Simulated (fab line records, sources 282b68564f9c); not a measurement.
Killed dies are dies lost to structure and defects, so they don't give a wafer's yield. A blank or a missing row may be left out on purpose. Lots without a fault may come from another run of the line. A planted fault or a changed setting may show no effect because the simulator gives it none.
fab line records | flow rit_cmos
record lots=5 wafers=15 last_day=6
route steps=202 shown ACTIVE@16 FOX1@20 FOX2@23 NWELL@28 PWELL@39 WELLDRIVE@50 NRETRO@53 PRETRO@64
lots that met no fault: from a run of the same line without faults
start_h: hours from the record's first day to the start of the lot's first wafer shown | wait_h: hours since the lot's step before | " the same as in the row above | L1.1+2: a row that stands for several wafers | - no value, or no start given | * or withheld: withheld | < > ~ a bound
route shown NAME@n: a module of which the file shows steps, and the number in the route of the first | usual: mean/standard deviation of fault-free wafers | same: alike in all rows | chamber/n: place in a boat | sites: the reading at each site | _std_site: their standard deviation | _edge_site: outer sites' mean less inner sites' | radius_mm: how far each site lies from the wafer's centre | mask NAME#n: copy n | behind: the tool/chamber that last shaped the wafer | hold: why the lot was held/for how many hours/how that ended | device: the transistor (n, p or np) that didn't switch | end of line: the same wafers' tests at the end of the route | a step without rows: its recipe alone | killed: dies lost to structure and defects at the first sort, not the wafer's yield | map: a wafer's dies, x killed, . not, _ none there
set.NAME: the setting as run; set.NAME@STEP: as run at that earlier step | model.NAME: the simulator's own value behind a step, which no gauge read
lots at some steps of the route; a table a step, a row a wafer
services: from which hour (start_h, from the record's first day; less than 0 if before it) a tool's chamber was out of use, for how many hours, and why
## steps
# step RIT_ACTIVE_CD_MEAS_90
# recipe target_cd_nm=1400
# usual cd_nm=1400.4/2.4
# columns lot.wafer tool chamber start_h wait_h cd_nm
L074.2 cd_sem-01 - 15.04 0.1 1400.8
L074.3 " - " " 1399.4
L074.4 " - " " 1399.3
L077.1 cd_sem-01 - 30.14 0.1 1404.1
L077.5 " - " " 1403.1
L077.6 " - " " 1403.8
L084.2 cd_sem-01 - 65.16 0.1 1399.9
L084.4 " - " " 1398.3
L084.6 " - " " 1399.5
L085.3 cd_sem-01 - 70.24 0.1 1401.5
L085.4 " - " " 1401.1
L085.5 " - " " 1401.1
L090.2 cd_sem-02 - 95.16 0.1 1400.4
L090.3 " - " " 1398.6
L090.6 " - " " 1402.4
# step RIT_ACTIVE_CLEAN_15
# recipe chemistry=SC1 mix=3:3:50 time_s=600 temp_c=75
# columns lot.wafer tool chamber start_h wait_h
L074.2+3+4 wet_bench-01 3 15.14 0.1
L077.1+5+6 wet_bench-02 2 30.26 0.1
L084.2+4+6 wet_bench-04 2 65.26 0.1
L085.3+4+5 wet_bench-02 1 70.32 0.1
L090.2+3+6 wet_bench-02 3 95.26 0.1
# step RIT_ACTIVE_CLEAN_16
# recipe chemistry=dHF dilution=50:1 time_s=30
# columns lot.wafer tool chamber start_h wait_h
L074.2+3+4 wet_bench-02 1 15.31 0.0
L077.1+5+6 wet_bench-04 3 30.44 0.0
L084.2+4+6 wet_bench-02 3 65.44 0.0
L085.3+4+5 wet_bench-04 1 70.50 0.0
L090.2+3+6 wet_bench-04 1 95.44 0.0
# step RIT_ACTIVE_CLEAN_17
# recipe chemistry=SC2 mix=3:3:50 time_s=600 temp_c=75 dry=n2_spin
# columns lot.wafer tool chamber start_h wait_h
L074.2+3+4 wet_bench-04 0 15.33 0.0
L077.1+5+6 wet_bench-02 2 30.45 0.0
L084.2+4+6 wet_bench-04 3 65.45 0.0
L085.3+4+5 wet_bench-02 0 70.51 0.0
L090.2+3+6 wet_bench-01 3 95.45 0.0
# step RIT_FOX1_OXIDATION_00
# recipe temp_c=1100 ambient=H2O target_thk_a=3507 p_h2o_torr=720 ox_time_s=1130
# usual spike_tc_load_C=1125.1/2.9 zone_power_centre_pct=55/3.5
# columns lot.wafer tool chamber start_h wait_h spike_tc_load_C zone_power_centre_pct
L074.2 furnace-01 0 16.41 0.9 1127.2 55
L074.3 " 0 " " 1128.4 54
L074.4 " 0 " " 1129.0 54
L077.1 furnace-04 0 30.92 0.3 1125.3 60
L077.5 " 0 " " 1125.9 59
L077.6 " 0 " " 1126.6 58
L084.2 furnace-01 0 67.49 1.9 1128.4 54
L084.4 " 0 " " 1128.6 54
L084.6 " 0 " " 1127.7 54
L085.3 furnace-03 0 72.47 1.8 1120.4 51
L085.4 " 0 " " 1120.3 51
L085.5 " 0 " " 1121.6 51
L090.2 furnace-03 0 97.41 1.8 1121.4 51
L090.3 " 0 " " 1122.2 51
L090.6 " 0 " " 1121.8 51
# step RIT_FOX1_THK_MEAS_01
# recipe reads=SiO2_of_FOX1_OXIDATION_00
# usual FOX1_OXIDE_THK=351/7.3
# columns lot.wafer tool chamber start_h wait_h FOX1_OXIDE_THK[nm]
L074.2 film_metro-01 - 17.73 0.0 351
L074.3 " - " " 349
L074.4 " - " " 352
L077.1 film_metro-04 - 32.23 0.0 347
L077.5 " - " " 355
L077.6 " - " " 345
L084.2 film_metro-01 - 68.81 0.0 355
L084.4 " - " " 352
L084.6 " - " " 353
L085.3 film_metro-01 - 73.81 0.0 359
L085.4 " - " " 356
L085.5 " - " " 348
L090.2 film_metro-04 - 98.73 0.0 358
L090.3 " - " " 363
L090.6 " - " " 351
# step RIT_FOX1_WET_ETCH_02
# recipe chemistry=BOE target_depth_nm=350 time_s=390 temp_c=21.5 dry=n2_spin dilution=10:1 target=SiO2
# columns lot.wafer tool chamber start_h wait_h
L074.2+3+4 wet_bench-03 0 17.78 0.0
L077.1+5+6 wet_bench-03 3 32.29 0.1
L084.2+4+6 wet_bench-01 3 68.86 0.0
L085.3+4+5 wet_bench-01 0 73.85 0.0
L090.2+3+6 wet_bench-03 2 98.78 0.0
# step RIT_FOX2_OXIDATION_00
# recipe temp_c=1100 ambient=H2O target_thk_a=3507 p_h2o_torr=720 ox_time_s=1130
# usual spike_tc_load_C=1124.5/2.8 zone_power_centre_pct=54/3.7
# columns lot.wafer tool chamber start_h wait_h spike_tc_load_C zone_power_centre_pct
L074.2 furnace-04 0 17.98 0.1 1123.9 60
L074.3 " 0 " " 1125.8 60
L074.4 " 0 " " 1126.1 59
L077.1 furnace-01 0 32.46 0.0 1126.2 55
L077.5 " 0 " " 1128.7 54
L077.6 " 0 " " 1128.7 54
L084.2 furnace-03 0 68.98 0.0 1121.6 51
L084.4 " 0 " " 1121.2 51
L084.6 " 0 " " 1121.3 50
L085.3 furnace-03 0 74.86 0.9 1121.3 51
L085.4 " 0 " " 1121.2 49
L085.5 " 0 " " 1121.6 52
L090.2 furnace-04 0 99.06 0.2 1125.6 59
L090.3 " 0 " " 1126.4 59
L090.6 " 0 " " 1126.1 60
# step RIT_FOX2_THK_MEAS_01
# recipe reads=SiO2_of_FOX2_OXIDATION_00
# usual FOX2_OXIDE_THK=350/4.9
# columns lot.wafer tool chamber start_h wait_h FOX2_OXIDE_THK[nm]
L074.2 film_metro-03 - 19.30 0.0 339
L074.3 " - " " 343
L074.4 " - " " 343
L077.1 film_metro-01 - 33.77 0.0 339
L077.5 " - " " 343
L077.6 " - " " 344
L084.2 film_metro-03 - 70.30 0.0 347
L084.4 " - " " 348
L084.6 " - " " 343
L085.3 film_metro-03 - 76.20 0.0 360
L085.4 " - " " 352
L085.5 " - " " 356
L090.2 film_metro-03 - 100.38 0.0 352
L090.3 " - " " 350
L090.6 " - " " 356
# step RIT_FOX2_CLEAN_02
# recipe chemistry=dHF dilution=50:1 time_s=180
# columns lot.wafer tool chamber start_h wait_h
L074.2+3+4 wet_bench-02 1 19.35 0.0
L077.1+5+6 wet_bench-03 0 33.83 0.1
L084.2+4+6 wet_bench-03 2 70.35 0.0
L085.3+4+5 wet_bench-01 1 76.24 0.0
L090.2+3+6 wet_bench-02 1 100.43 0.0
# step RIT_FOX2_WET_ETCH_03
# recipe chemistry=H3PO4 target=Si3N4 target_depth_nm=195 temp_c=165 time_s=2700
# columns lot.wafer tool chamber start_h wait_h
L074.2+3+4 wet_bench-02 3 19.41 0.0
L077.1+5+6 wet_bench-01 0 33.90 0.0
L084.2+4+6 wet_bench-01 3 70.41 0.0
L085.3+4+5 wet_bench-02 0 76.30 0.0
L090.2+3+6 wet_bench-01 2 100.49 0.0
# step RIT_FOX2_THK_MEAS_90
# recipe reads=SiO2_of_FOX2_OXIDATION_00
# usual FIELD_OXIDE_LEFT_1_THK=323/4.9
# columns lot.wafer tool chamber start_h wait_h FIELD_OXIDE_LEFT_1_THK[nm]
L074.2 film_metro-03 - 20.18 0.0 312
L074.3 " - " " 317
L074.4 " - " " 316
L077.1 film_metro-01 - 34.66 0.0 312
L077.5 " - " " 315
L077.6 " - " " 316
L084.2 film_metro-03 - 71.18 0.0 320
L084.4 " - " " 321
L084.6 " - " " 316
L085.3 film_metro-01 - 77.07 0.0 333
L085.4 " - " " 325
L085.5 " - " " 329
L090.2 film_metro-03 - 101.26 0.0 324
L090.3 " - " " 322
L090.6 " - " " 329
# step RIT_NWELL_HMDS_00
# recipe prime_time_s=58.51 prime_temp_c=140
# columns lot.wafer tool chamber start_h wait_h
L074.2+3+4 litho_track-04 0 20.36 0.2
L077.1+5+6 litho_track-03 0 34.72 0.1
L084.2+4+6 litho_track-04 0 71.25 0.1
L085.3+4+5 litho_track-03 0 77.37 0.3
L090.2+3+6 litho_track-02 0 101.33 0.1
# step RIT_NWELL_COAT_01
# recipe resist=NOVOLAK spin_rpm=2000 resist_thk_nm=1300
# columns lot.wafer tool chamber start_h wait_h
L074.2+3+4 litho_track-04 0 20.51 0.1
L077.1+5+6 litho_track-03 0 34.87 0.1
L084.2+4+6 litho_track-04 0 71.40 0.1
L085.3+4+5 litho_track-03 0 77.52 0.1
L090.2+3+6 litho_track-02 0 101.48 0.1
# step RIT_NWELL_SOFTBAKE_02
# recipe resist=NOVOLAK temp_c=90 time_s=60
# columns lot.wafer tool chamber start_h wait_h
L074.2+3+4 litho_track-04 0 20.66 0.1
L077.1+5+6 litho_track-03 0 35.02 0.1
L084.2+4+6 litho_track-04 0 71.55 0.1
L085.3+4+5 litho_track-03 0 77.67 0.1
L090.2+3+6 litho_track-02 0 101.63 0.1
# step RIT_NWELL_EXPOSE_03
# recipe mask_id=M2 na=0.57 target_cd_nm=43900 dose_mj=250
# columns lot.wafer tool chamber start_h wait_h mask
L074.2+3+4 iline_stepper-02 0 20.81 0.1 M2#0
L077.1+5+6 iline_stepper-02 0 35.17 0.1 M2#0
L084.2+4+6 iline_stepper-01 0 71.82 0.2 M2#0
L085.3+4+5 iline_stepper-01 0 77.81 0.1 M2#0
L090.2+3+6 iline_stepper-02 0 101.78 0.1 M2#0
# step RIT_NWELL_PEB_04
# recipe resist=NOVOLAK temp_c=withheld time_s=withheld
# columns lot.wafer tool chamber start_h wait_h
L074.2+3+4 litho_track-03 0 20.93 0.1
L077.1+5+6 litho_track-03 0 35.28 0.1
L084.2+4+6 litho_track-03 0 71.94 0.1
L085.3+4+5 litho_track-03 0 77.94 0.1
L090.2+3+6 litho_track-04 0 101.90 0.1
# step RIT_NWELL_DEVELOP_05
# recipe resist=NOVOLAK develop_time_s=68 dev_temp_c=23
# columns lot.wafer tool chamber start_h wait_h
L074.2+3+4 litho_track-03 0 - -
L077.1+5+6 litho_track-03 0 - -
L084.2+4+6 litho_track-03 0 - -
L085.3+4+5 litho_track-03 0 - -
L090.2+3+6 litho_track-04 0 - -
# step RIT_NWELL_OVL_MEAS_06
# usual NWELL_OVL=-0.1/1.3
# columns lot.wafer tool chamber start_h wait_h NWELL_OVL[nm]
L074.2 overlay-01 - 21.22 - -0.8
L074.3 " - " " -0.7
L074.4 " - " " -0.8
L077.1 overlay-02 - 35.60 - -0.4
L077.5 " - " " 0.7
L077.6 " - " " -1.2
L084.2 overlay-02 - 72.24 - 2.6
L084.4 " - " " 0.4
L084.6 " - " " 0.8
L085.3 overlay-02 - 78.21 - 2.8
L085.4 " - " " 3.1
L085.5 " - " " 0.8
L090.2 overlay-02 - 102.19 - -1.3
L090.3 " - " " -0.3
L090.6 " - " " 1.4
# step RIT_NWELL_HARDBAKE_07
# recipe resist=NOVOLAK temp_c=140 time_s=120
# columns lot.wafer tool chamber start_h wait_h
L074.2+3+4 litho_track-04 0 21.30 0.1
L077.1+5+6 litho_track-04 0 35.63 0.0
L084.2+4+6 litho_track-04 0 72.31 0.1
L085.3+4+5 litho_track-03 0 78.32 0.1
L090.2+3+6 litho_track-02 0 102.27 0.1
# step RIT_NWELL_IMPLANT_08
# recipe species=P energy_kev=166.8 dose_cm2=5e+13 tilt_deg=7
# usual beam_energy_keV=166.82/0.048 beam_on_s=10.00/0.2
# same implant_ion_amu=31
# columns lot.wafer tool chamber start_h wait_h beam_energy_keV beam_on_s
L074.2 implanter-01 0 21.53 0.2 166.83 9.86
L074.3 " 0 " " 166.89 9.79
L074.4 " 0 " " 166.84 10.18
L077.1 implanter-03 0 35.88 0.2 166.85 9.96
L077.5 " 0 " " 166.86 10.05
L077.6 " 0 " " 166.82 9.98
L084.2 implanter-03 0 72.54 0.2 166.81 9.84
L084.4 " 0 " " 166.76 9.94
L084.6 " 0 " " 166.83 10.04
L085.3 implanter-01 0 78.54 0.2 166.70 9.79
L085.4 " 0 " " 166.73 10.35
L085.5 " 0 " " 166.68 9.75
L090.2 implanter-02 0 102.50 0.2 166.81 10.33
L090.3 " 0 " " 166.79 10.16
L090.6 " 0 " " 166.82 10.20
# step RIT_NWELL_STRIP_09
# recipe chemistry=O2 time_s=180 resist=NOVOLAK platen_temp_c=withheld power_w=500 pressure_mtorr=4000 o2_flow_sccm=4000
# usual drypump_motor_current_A=5.4/0.47
# columns lot.wafer tool chamber start_h wait_h drypump_motor_current_A rf_hours_counter_h
L074.2 plasma_asher-04 1 21.65 0.1 5.4 38
L074.3 " 0 " " 4.8 -
L074.4 " 1 " " 5.4 -
L077.1 plasma_asher-01 0 36.03 0.1 5.1 39
L077.5 " 0 " " 5.1 -
L077.6 " 1 " " 5.3 -
L084.2 plasma_asher-01 1 72.67 0.1 5.3 43
L084.4 " 1 " " 5.3 -
L084.6 " 0 " " 5.1 -
L085.3 plasma_asher-03 0 78.69 0.1 5.9 -
L085.4 " 1 " " 6.2 -
L085.5 " 1 " " 6.2 -
L090.2 plasma_asher-04 1 102.62 0.1 5.4 47
L090.3 " 0 " " 4.8 -
L090.6 " 1 " " 5.4 -
# step RIT_NWELL_TW_MEAS_10
# usual NWELL_TW=2156/25
# columns lot.wafer tool chamber start_h wait_h NWELL_TW
L074.2 film_metro-04 - 21.84 0.1 2190
L074.3 " - " " 2173
L074.4 " - " " 2165
L077.1 film_metro-03 - 36.21 0.1 2141
L077.5 " - " " 2141
L077.6 " - " " 2151
L084.2 film_metro-04 - 72.85 0.1 2183
L084.4 " - " " 2185
L084.6 " - " " 2190
L085.3 film_metro-03 - 78.83 0.1 2166
L085.4 " - " " 2180
L085.5 " - " " 2156
L090.2 film_metro-02 - 102.81 0.1 2119
L090.3 " - " " 2128
L090.6 " - " " 2117
# step RIT_PWELL_HMDS_00
# recipe prime_time_s=60 prime_temp_c=140
# columns lot.wafer tool chamber start_h wait_h
L074.2+3+4 litho_track-01 0 21.91 0.1
L077.1+5+6 litho_track-01 0 36.27 0.1
L084.2+4+6 litho_track-01 0 72.93 0.1
L085.3+4+5 litho_track-02 0 78.92 0.1
L090.2+3+6 litho_track-01 0 102.88 0.1
# step RIT_PWELL_COAT_01
# recipe resist=NOVOLAK spin_rpm=2000 resist_thk_nm=1300
# columns lot.wafer tool chamber start_h wait_h
L074.2+3+4 litho_track-01 0 22.06 0.1
L077.1+5+6 litho_track-01 0 36.42 0.1
L084.2+4+6 litho_track-01 0 73.08 0.1
L085.3+4+5 litho_track-02 0 79.07 0.1
L090.2+3+6 litho_track-01 0 103.03 0.1
# step RIT_PWELL_SOFTBAKE_02
# recipe resist=NOVOLAK temp_c=90 time_s=60
# columns lot.wafer tool chamber start_h wait_h
L074.2+3+4 litho_track-01 0 22.21 0.1
L077.1+5+6 litho_track-01 0 36.57 0.1
L084.2+4+6 litho_track-01 0 73.23 0.1
L085.3+4+5 litho_track-02 0 79.22 0.1
L090.2+3+6 litho_track-01 0 103.18 0.1
# step RIT_PWELL_EXPOSE_03
# recipe mask_id=M3 na=0.57 target_cd_nm=43700 dose_mj=250
# columns lot.wafer tool chamber start_h wait_h mask
L074.2+3+4 iline_stepper-01 0 22.36 0.1 M3#0
L077.1+5+6 iline_stepper-01 0 36.72 0.1 M3#0
L084.2+4+6 iline_stepper-01 0 73.50 0.2 M3#0
L085.3+4+5 iline_stepper-02 0 79.48 0.2 M3#0
L090.2+3+6 iline_stepper-02 0 103.45 0.2 M3#0
# step RIT_PWELL_PEB_04
# recipe resist=NOVOLAK temp_c=withheld time_s=withheld
# columns lot.wafer tool chamber start_h wait_h
L074.2+3+4 litho_track-02 0 22.48 0.1
L077.1+5+6 litho_track-01 0 36.83 0.1
L084.2+4+6 litho_track-04 0 73.62 0.1
L085.3+4+5 litho_track-02 0 79.61 0.1
L090.2+3+6 litho_track-01 0 103.58 0.1
# step RIT_PWELL_DEVELOP_05
# recipe resist=NOVOLAK develop_time_s=68 dev_temp_c=23
# columns lot.wafer tool chamber start_h wait_h
L074.2+3+4 litho_track-02 0 - -
L077.1+5+6 litho_track-01 0 - -
L084.2+4+6 litho_track-04 0 - -
L085.3+4+5 litho_track-02 0 - -
L090.2+3+6 litho_track-01 0 - -
# step RIT_PWELL_OVL_MEAS_06
# usual PWELL_OVL=-0.9/1.3
# columns lot.wafer tool chamber start_h wait_h PWELL_OVL[nm]
L074.2 overlay-02 - 22.78 - -0.4
L074.3 " - " " -0.9
L074.4 " - " " -2.5
L077.1 overlay-02 - 37.15 - -2.2
L077.5 " - " " -2.6
L077.6 " - " " -0.7
L084.2 overlay-01 - 73.91 - -2.8
L084.4 " - " " -2.7
L084.6 " - " " -0.6
L085.3 overlay-01 - 79.89 - 0.3
L085.4 " - " " 0.6
L085.5 " - " " -0.4
L090.2 overlay-02 - 103.87 - -0.9
L090.3 " - " " 2.2
L090.6 " - " " -1.5
# step RIT_PWELL_HARDBAKE_07
# recipe resist=NOVOLAK temp_c=140 time_s=120
# columns lot.wafer tool chamber start_h wait_h
L074.2+3+4 litho_track-04 0 22.85 0.1
L077.1+5+6 litho_track-01 0 37.18 0.0
L084.2+4+6 litho_track-02 0 73.99 0.1
L085.3+4+5 litho_track-01 0 80.00 0.1
L090.2+3+6 litho_track-01 0 103.94 0.1
# step RIT_PWELL_IMPLANT_08
# recipe species=B energy_kev=170 dose_cm2=7.048e+13 tilt_deg=7
# usual beam_energy_keV=170.01/0.054 beam_on_s=10.01/0.21
# same implant_ion_amu=11
# columns lot.wafer tool chamber start_h wait_h beam_energy_keV beam_on_s
L074.2 implanter-01 0 23.08 0.2 170.00 10.42
L074.3 " 0 " " 170.13 9.41
L074.4 " 0 " " 169.96 10.19
L077.1 implanter-01 0 37.43 0.2 170.14 10.01
L077.5 " 0 " " 170.05 9.94
L077.6 " 0 " " 170.09 9.77
L084.2 implanter-01 0 74.22 0.2 170.02 10.29
L084.4 " 0 " " 169.88 10.15
L084.6 " 0 " " 170.04 10.08
L085.3 implanter-01 0 80.21 0.2 169.94 9.92
L085.4 " 0 " " 170.01 10.29
L085.5 " 0 " " 169.96 10.22
L090.2 implanter-01 0 104.17 0.2 170.03 10.04
L090.3 " 0 " " 170.01 9.94
L090.6 " 0 " " 170.04 10.15
# step RIT_PWELL_STRIP_09
# recipe chemistry=O2 time_s=180 resist=NOVOLAK platen_temp_c=withheld power_w=500 pressure_mtorr=4000 o2_flow_sccm=4000
# usual drypump_motor_current_A=5.3/0.38
# columns lot.wafer tool chamber start_h wait_h drypump_motor_current_A rf_hours_counter_h
L074.2 plasma_asher-04 0 23.21 0.1 4.8 38
L074.3 " 0 " " 4.8 -
L074.4 " 1 " " 5.4 -
L077.1 plasma_asher-01 1 37.58 0.1 5.3 39
L077.5 " 0 " " 5.1 -
L077.6 " 1 " " 5.3 -
L084.2 plasma_asher-02 0 74.34 0.1 5.9 41
L084.4 " 1 " " 4.9 -
L084.6 " 0 " " 5.9 -
L085.3 plasma_asher-01 0 80.37 0.1 5.1 -
L085.4 " 1 " " 5.3 -
L085.5 " 1 " " 5.3 -
L090.2 plasma_asher-02 0 104.30 0.1 5.9 45
L090.3 " 1 " " 4.9 -
L090.6 " 0 " " 5.9 -
# step RIT_PWELL_TW_MEAS_10
# usual PWELL_TW=962/9.4
# columns lot.wafer tool chamber start_h wait_h PWELL_TW
L074.2 film_metro-03 - 23.39 0.1 962
L074.3 " - " " 958
L074.4 " - " " 969
L077.1 film_metro-03 - 37.76 0.1 956
L077.5 " - " " 956
L077.6 " - " " 960
L084.2 film_metro-04 - 74.53 0.1 971
L084.4 " - " " 969
L084.6 " - " " 973
L085.3 film_metro-04 - 80.51 0.1 968
L085.4 " - " " 972
L085.5 " - " " 965
L090.2 film_metro-03 - 104.48 0.1 951
L090.3 " - " " 953
L090.6 " - " " 952
# step RIT_WELLDRIVE_ANNEAL_00
# recipe temp_c=1100 time_s=14700 ambient=N2
# usual spike_tc_load_C=1125.2/2.8 zone_power_centre_pct=55/3.5
# columns lot.wafer tool chamber start_h wait_h spike_tc_load_C zone_power_centre_pct
L074.2 furnace-01 0 24.13 0.7 1127.4 54
L074.3 " 0 " " 1128.1 53
L074.4 " 0 " " 1130.2 55
L077.1 furnace-01 0 38.37 0.6 1127.2 54
L077.5 " 0 " " 1127.9 54
L077.6 " 0 " " 1129.2 55
L084.2 furnace-01 0 74.90 0.4 1127.5 54
L084.4 " 0 " " 1127.8 54
L084.6 " 0 " " 1127.1 54
L085.3 furnace-01 0 80.55 0.0 1128.6 55
L085.4 " 0 " " 1126.4 54
L085.5 " 0 " " 1129.6 55
L090.2 furnace-03 0 104.88 0.4 1122.8 52
L090.3 " 0 " " 1122.4 52
L090.6 " 0 " " 1121.0 51
# step RIT_WELLDRIVE_RS_MEAS_01
# recipe thk_meas_gauge=four-point-probe
# usual NWELL_RS=275.7/0.8
# columns lot.wafer tool chamber start_h wait_h NWELL_RS[ohm/sq]
L074.2 film_metro-03 - 29.23 0.0 276.1
L074.3 " - " " 275.8
L074.4 " - " " 276.1
L077.1 film_metro-02 - 43.45 0.0 276.3
L077.5 " - " " 276.7
L077.6 " - " " 276.1
L084.2 film_metro-03 - 80.01 0.0 275.4
L084.4 " - " " 276.0
L084.6 " - " " 276.4
L085.3 film_metro-03 - 85.67 0.0 275.4
L085.4 " - " " 274.5
L085.5 " - " " 274.9
L090.2 film_metro-02 - 109.98 0.0 276.8
L090.3 " - " " 276.8
L090.6 " - " " 276.6
# step RIT_WELLDRIVE_RS_MEAS_02
# recipe thk_meas_gauge=four-point-probe
# usual PWELL_RS=427.8/1.4
# columns lot.wafer tool chamber start_h wait_h PWELL_RS[ohm/sq]
L074.2 film_metro-03 - 29.35 0.1 428.4
L074.3 " - " " 428.8
L074.4 " - " " 429.5
L077.1 film_metro-02 - 43.57 0.1 428.5
L077.5 " - " " 427.9
L077.6 " - " " 428.6
L084.2 film_metro-03 - 80.13 0.1 426.5
L084.4 " - " " 425.5
L084.6 " - " " 426.7
L085.3 film_metro-03 - 85.79 0.1 429.8
L085.4 " - " " 428.3
L085.5 " - " " 428.4
L090.2 film_metro-02 - 110.10 0.1 426.5
L090.3 " - " " 426.9
L090.6 " - " " 427.5
# step RIT_NRETRO_HMDS_00
# recipe prime_time_s=60 prime_temp_c=140
# columns lot.wafer tool chamber start_h wait_h
L074.2+3+4 litho_track-01 0 29.48 0.1
L077.1+5+6 litho_track-01 0 43.69 0.1
L084.2+4+6 litho_track-04 0 80.25 0.1
L085.3+4+5 litho_track-01 0 85.92 0.1
L090.2+3+6 litho_track-03 0 110.23 0.1
# step RIT_NRETRO_COAT_01
# recipe resist=NOVOLAK spin_rpm=2000 resist_thk_nm=1300
# columns lot.wafer tool chamber start_h wait_h
L074.2+3+4 litho_track-01 0 29.63 0.1
L077.1+5+6 litho_track-01 0 43.84 0.1
L084.2+4+6 litho_track-04 0 80.40 0.1
L085.3+4+5 litho_track-01 0 86.07 0.1
L090.2+3+6 litho_track-03 0 110.38 0.1
# step RIT_NRETRO_SOFTBAKE_02
# recipe resist=NOVOLAK temp_c=90 time_s=60
# columns lot.wafer tool chamber start_h wait_h
L074.2+3+4 litho_track-01 0 29.78 0.1
L077.1+5+6 litho_track-01 0 43.99 0.1
L084.2+4+6 litho_track-04 0 80.55 0.1
L085.3+4+5 litho_track-01 0 86.22 0.1
L090.2+3+6 litho_track-03 0 110.53 0.1
# step RIT_NRETRO_EXPOSE_03
# recipe mask_id=M4 na=0.57 target_cd_nm=43900 dose_mj=250
# columns lot.wafer tool chamber start_h wait_h mask
L074.2+3+4 iline_stepper-01 0 30.05 0.2 M4#0
L077.1+5+6 iline_stepper-02 0 44.14 0.1 M4#0
L084.2+4+6 iline_stepper-02 0 80.82 0.2 M4#0
L085.3+4+5 iline_stepper-01 0 86.48 0.2 M4#0
L090.2+3+6 iline_stepper-01 0 110.73 0.2 M4#0
# step RIT_NRETRO_PEB_04
# recipe resist=NOVOLAK temp_c=withheld time_s=withheld
# columns lot.wafer tool chamber start_h wait_h
L074.2+3+4 litho_track-01 0 30.17 0.1
L077.1+5+6 litho_track-01 0 44.26 0.1
L084.2+4+6 litho_track-04 0 80.94 0.1
L085.3+4+5 litho_track-03 0 86.61 0.1
L090.2+3+6 litho_track-03 0 110.85 0.1
# step RIT_NRETRO_DEVELOP_05
# recipe resist=NOVOLAK develop_time_s=68 dev_temp_c=23
# columns lot.wafer tool chamber start_h wait_h
L074.2+3+4 litho_track-01 0 - -
L077.1+5+6 litho_track-01 0 - -
L084.2+4+6 litho_track-04 0 - -
L085.3+4+5 litho_track-03 0 - -
L090.2+3+6 litho_track-03 0 - -
# step RIT_NRETRO_OVL_MEAS_06
# usual NRETRO_OVL=-0.7/1.4
# columns lot.wafer tool chamber start_h wait_h NRETRO_OVL[nm]
L074.2 overlay-02 - 30.46 - -3.1
L074.3 " - " " -2.0
L074.4 " - " " -1.2
L077.1 overlay-01 - 44.57 - 0.9
L077.5 " - " " 0.9
L077.6 " - " " 0.5
L084.2 overlay-02 - 81.24 - 1.4
L084.4 " - " " -0.8
L084.6 " - " " -1.4
L085.3 overlay-01 - 86.89 - -0.4
L085.4 " - " " 1.5
L085.5 " - " " 0.0
L090.2 overlay-01 - 111.14 - 0.7
L090.3 " - " " 0.4
L090.6 " - " " 0.9
# step RIT_NRETRO_HARDBAKE_07
# recipe resist=NOVOLAK temp_c=140 time_s=120
# columns lot.wafer tool chamber start_h wait_h
L074.2+3+4 litho_track-01 0 30.54 0.1
L077.1+5+6 litho_track-04 0 44.61 0.0
L084.2+4+6 litho_track-01 0 81.31 0.1
L085.3+4+5 litho_track-04 0 86.99 0.1
L090.2+3+6 litho_track-04 0 111.21 0.1
# step RIT_NRETRO_IMPLANT_08
# recipe species=P energy_kev=70 dose_cm2=1e+13 tilt_deg=6.663
# usual beam_energy_keV=69.997/0.023 beam_on_s=10.00/0.19
# same implant_ion_amu=31
# columns lot.wafer tool chamber start_h wait_h beam_energy_keV beam_on_s
L074.2 implanter-02 0 30.77 0.2 70.008 9.89
L074.3 " 0 " " 69.978 10.12
L074.4 " 0 " " 69.968 9.80
L077.1 implanter-04 0 44.86 0.2 69.987 10.18
L077.5 " 0 " " 69.987 10.14
L077.6 " 0 " " 70.011 10.12
L084.2 implanter-02 0 81.54 0.2 69.972 9.94
L084.4 " 0 " " 69.964 9.93
L084.6 " 0 " " 69.977 10.08
L085.3 implanter-02 0 87.21 0.2 69.992 9.92
L085.4 " 0 " " 69.957 9.83
L085.5 " 0 " " 70.004 10.14
L090.2 implanter-02 0 111.45 0.2 69.977 9.98
L090.3 " 0 " " 69.972 9.95
L090.6 " 0 " " 69.984 9.86
# step RIT_NRETRO_STRIP_09
# recipe chemistry=O2 time_s=180 resist=NOVOLAK platen_temp_c=withheld power_w=500 pressure_mtorr=4000 o2_flow_sccm=4000
# usual drypump_motor_current_A=5.6/0.52
# columns lot.wafer tool chamber start_h wait_h drypump_motor_current_A rf_hours_counter_h
L074.2 plasma_asher-03 1 30.89 0.1 6.2 25
L074.3 " 0 " " 5.9 -
L074.4 " 1 " " 6.2 -
L077.1 plasma_asher-04 0 45.01 0.1 4.8 41
L077.5 " 1 " " 5.4 -
L077.6 " 0 " " 4.8 -
L084.2 plasma_asher-04 0 81.67 0.1 4.8 44
L084.4 " 1 " " 5.4 -
L084.6 " 1 " " 5.4 -
L085.3 plasma_asher-02 1 87.37 0.1 4.9 -
L085.4 " 0 " " 5.9 -
L085.5 " 0 " " 5.9 -
L090.2 plasma_asher-03 0 111.57 0.1 5.9 33
L090.3 " 1 " " 6.2 -
L090.6 " 0 " " 5.9 -
# step RIT_NRETRO_TW_MEAS_10
# usual NRETRO_TW=1062/11
# columns lot.wafer tool chamber start_h wait_h NRETRO_TW
L074.2 film_metro-02 - 31.08 0.1 1047
L074.3 " - " " 1040
L074.4 " - " " 1042
L077.1 film_metro-01 - 45.18 0.1 1060
L077.5 " - " " 1060
L077.6 " - " " 1056
L084.2 film_metro-01 - 81.85 0.1 1060
L084.4 " - " " 1062
L084.6 " - " " 1064
L085.3 film_metro-04 - 87.51 0.1 1076
L085.4 " - " " 1071
L085.5 " - " " 1072
L090.2 film_metro-01 - 111.76 0.1 1067
L090.3 " - " " 1061
L090.6 " - " " 1069
# step RIT_PRETRO_HMDS_00
# recipe prime_time_s=60 prime_temp_c=140
# columns lot.wafer tool chamber start_h wait_h
L074.2+3+4 litho_track-03 0 31.15 0.1
L077.1+5+6 litho_track-02 0 45.24 0.1
L084.2+4+6 litho_track-01 0 81.93 0.1
L085.3+4+5 litho_track-03 0 87.60 0.1
L090.2+3+6 litho_track-02 0 111.83 0.1
## services
# columns tool chamber start_h hours kind
implanter-01 - -5.81 1.9 repair
implanter-03 - -2.93 3.2 repair
implanter-01 - 5.20 4.3 repair
furnace-03 - 33.56 3.5 pm
iline_stepper-02 - 49.76 1.7 pm
furnace-01 - 68.80 6.1 pm
plasma_asher-01 - 71.10 1.1 repair
plasma_asher-04 - 93.70 0.7 repair
furnace-01 - 99.25 3.4 pm
furnace-01 - 105.24 3.0 pm
plasma_asher-04 - 108.75 9.0 pm
plasma_asher-04 0 108.75 9.0 vent_cycle
plasma_asher-04 1 108.75 9.0 vent_cycle
## key
fault none
